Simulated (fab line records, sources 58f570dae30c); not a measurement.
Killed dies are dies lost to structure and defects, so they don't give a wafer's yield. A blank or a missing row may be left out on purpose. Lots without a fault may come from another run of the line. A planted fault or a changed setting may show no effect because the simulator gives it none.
Chamber matching | flow berkeley_cmos170 | UCB170_V2_CMP_02 on cmp-01: 4 sister chambers
The step polishes SiO2. 17 wafers are shown with their chamber, then 8 later ones without.

WAFERS WITH THEIR CHAMBER
wafer  | chamber | motor_current_A (A) | edge_zone_pressure_frac
L260.1 | 0       | 19.7                | 0.995
L260.3 | 2       | 17.2                | 1.000
L260.6 | 2       | 17.0                | 0.995
L262.3 | 1       | 15.6                | 1.008
L262.4 | 0       | 18.9                | 0.996
L262.6 | 2       | 17.8                | 1.007
L263.1 | 1       | 14.9                | 1.003
L263.2 | 3       | 13.1                | 1.005
L263.6 | 0       | 19.0                | 1.003
L266.3 | 3       | 12.6                | 0.999
L266.4 | 1       | 15.3                | 0.998
L266.6 | 3       | 13.7                | 1.003
L265.5 | 0       | 19.2                | 1.005
L265.6 | 3       | 13.4                | 1.002
L264.1 | 2       | 17.6                | 0.996
L264.4 | 0       | 19.3                | 0.997
L281.2 | 0       | 19.1                | 1.003

SIGNATURES (means of the wafers above)
reading                 | chamber 0 | chamber 1 | chamber 2 | chamber 3 | scatter within a chamber
motor_current_A         | 19.200    | 15.267    | 17.400    | 13.200    | 0.362
edge_zone_pressure_frac | 0.99983   | 1.00300   | 0.99950   | 1.00225   | 0.00439
Rule: a wafer's distance from a chamber is the root of the sum, over the readings, of the square of ((its reading less the chamber's mean) divided by the reading's scatter). The wafer belongs to the nearest chamber; if the next one is less than 2 further off, it can't be placed. The scatter: the root of (the sum of the squares of (reading less its chamber's mean) over the shown wafers, divided by (wafers less chambers)).

WAFERS WITHOUT THEIR CHAMBER
wafer  | motor_current_A (A) | edge_zone_pressure_frac
L281.3 | 17.6                | 0.998
L281.5 | 13.4                | 0.999
L282.1 | 14.7                | 1.000
L282.2 | 19.5                | 1.003
L282.6 | 17.5                | 0.996
L279.2 | 13.8                | 0.996
L279.4 | 13.7                | 1.008
L279.5 | 18.1                | 0.996

WHICH CHAMBER EACH WENT THROUGH
wafer  | from the rows above     | in truth
L281.3 | 2                       | 2
L281.5 | 3                       | 3
L282.1 | 1                       | 1
L282.2 | 0                       | 0
L282.6 | 2                       | 2
L279.2 | 3                       | 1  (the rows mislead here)
L279.4 | 3                       | 3
L279.5 | can't be placed: 2 or 0 | 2
Placed correctly: 6 of 8. Can't be placed from these rows: 1 (the true chamber is among the candidates in 1). Placed wrongly: 1.
